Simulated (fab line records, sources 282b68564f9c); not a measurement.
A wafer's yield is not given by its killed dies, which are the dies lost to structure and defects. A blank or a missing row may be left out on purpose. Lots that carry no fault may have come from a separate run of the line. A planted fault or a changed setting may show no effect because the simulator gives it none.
2 desks looking at one fault -- flow rit-cmos -- what lay behind the numbers comes last; until then each desk has only its own

AT THE METROLOGY DESK
What the gauges read, lot by lot, whatever tool the lot ran on: means of the sampled wafers that have a number. Marked OUT: a lot whose mean sits more than 4 standard deviations from the usual mean, which makes it out of limits; the brackets give that distance.
Columns: A = NRETRO_TW at RIT_NRETRO_TW_MEAS_10, usual 1050
lot,first seen here,A
L907,day 2 14:54,1050
L908,day 2 17:23,1047
L909,day 2 20:50,1054
L910,day 2 23:08,1051
L912,day 3 13:08,1065
L913,day 3 13:25,1049
L916,day 4 02:52,1147 (+12) OUT
L920,day 5 00:46,1129 (+10) OUT
L922,day 5 10:54,1045
L924,day 5 20:50,1058
L925,day 6 01:18,1060
L927,day 6 15:07,1040
L928,day 7 00:21,1049
L929,day 7 05:25,1048
This desk reports L916, L920 out of limits; the earliest was L916 at day 4 02:52 (NRETRO_TW at RIT_NRETRO_TW_MEAS_10). In limits: L907, L908, L909, L910, L912, L913, L922, L924, L925, L927, L928, L929.

DESK OF THE TOOL OWNER: implanter-03
The tool's own readings at RIT_NRETRO_IMPLANT_08, given as means over the sampled wafers that have a number, one for each lot that went through this tool. Marked OUT: a lot whose mean sits more than 4 standard deviations from the usual mean, which makes it out of limits; the brackets give that distance.
Columns: A = beam-energy-keV at RIT_NRETRO_IMPLANT_08, usual 70.004
lot,first seen here,A
L908,day 2 17:05,70.003
L910,day 2 22:50,70.014
L912,day 3 12:49,70.012
L916,day 4 02:32,94.491 (+99 or more) OUT
L920,day 5 00:29,94.513 (+99 or more) OUT
This desk finds L916, L920 out of limits, L916 being first, at day 4 02:32 (beam-energy-keV at RIT_NRETRO_IMPLANT_08). In limits: L908, L910, L912.

ALL TOGETHER
The tool owner's desk could have raised an alarm at day 4 02:32, on L916, L920.
L916, L920 would have let the metrology desk raise an alarm at day 4 02:52.
RIT_NRETRO_IMPLANT_08 was run on implanter-03 by each of the lots named.

WHAT THE SIMULATOR HAD INSERTED
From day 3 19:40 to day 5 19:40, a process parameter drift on implanter-03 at RIT_NRETRO_IMPLANT_08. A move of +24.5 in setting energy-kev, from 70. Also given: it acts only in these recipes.
Lots struck among those shown: L916, L920.
Fault start to first reading out of limits, in hours, per desk: tool owner, 7; metrology, 7.
